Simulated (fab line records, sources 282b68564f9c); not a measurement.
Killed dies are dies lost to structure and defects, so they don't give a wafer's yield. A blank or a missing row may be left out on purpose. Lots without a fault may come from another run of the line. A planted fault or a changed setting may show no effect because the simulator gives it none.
Which tool did it? | flow rit_cmos | 6 lots, 18 wafers sampled, at 2 steps of a route of 202

WHAT THE GAUGES READ, wafer by wafer
RIT_ACTIVE_THK_MEAS_04.
lot  | measured    | on            | ACTIVE_NITRIDE_THK (nm)
L512 | day 1 18:32 | film_metro-01 | 150.9 150.9 151.5
L515 | day 2 10:36 | film_metro-01 | 151.5 151.4 151.6
L518 | day 3 01:39 | film_metro-01 | 148.8 147.6 147.2
L523 | day 4 01:32 | film_metro-04 | 151.9 152.8 151.9
L530 | day 5 12:49 | film_metro-02 | 196.8 194.7 195.1
L533 | day 6 04:38 | film_metro-04 | 149.0 150.0 150.5

WHICH TOOL RAN EACH LOT (tool, then ch and the chambers of the sampled wafers, then the start)
lot  | RIT_ACTIVE_CVD_03
L512 | lpcvd-02 ch 0, day 1 17:07
L515 | lpcvd-02 ch 0, day 2 09:11
L518 | lpcvd-01 ch 1, day 3 00:14
L523 | lpcvd-01 ch 1, day 4 00:07
L530 | lpcvd-01 ch 0, day 5 11:23
L533 | lpcvd-02 ch 1, day 6 03:13
- RIT_ACTIVE_CVD_03: deposits Si3N4 from SiH2Cl2/NH3, target thk 150 nm, time 1500 s.

THE ANSWER, worked out from the rows above alone
Rule: what is usual is taken from the lots themselves. Put in order of their means at a reading, lots are off if they are a third of the lots or fewer, leave a main group of 4 or more, and stand apart from it by a gap of 3 or more times the standard deviation of the main group's means; of several such gaps the widest counts. A main group whose means are all the same, to the digits that the tables above print for the reading, isn't used. A lot without any number at a reading at which 4 lots or more have one is off too. The other lots that the step has rows for count as sound.
Off: L530, at RIT_ACTIVE_THK_MEAS_04 (ACTIVE_NITRIDE_THK). The main group: mean 150.5 nm, standard deviation 1.5.
A tool fits if, at a process step before that reading, it ran every lot that is off, and no sound lot after the first of them. The gauges at RIT_ACTIVE_THK_MEAS_04 are tried like those tools. Can't be told from this: 2 tools fit, lpcvd-01 at RIT_ACTIVE_CVD_03, film_metro-02 at RIT_ACTIVE_THK_MEAS_04.

WHAT THE SIMULATOR HAD PUT IN
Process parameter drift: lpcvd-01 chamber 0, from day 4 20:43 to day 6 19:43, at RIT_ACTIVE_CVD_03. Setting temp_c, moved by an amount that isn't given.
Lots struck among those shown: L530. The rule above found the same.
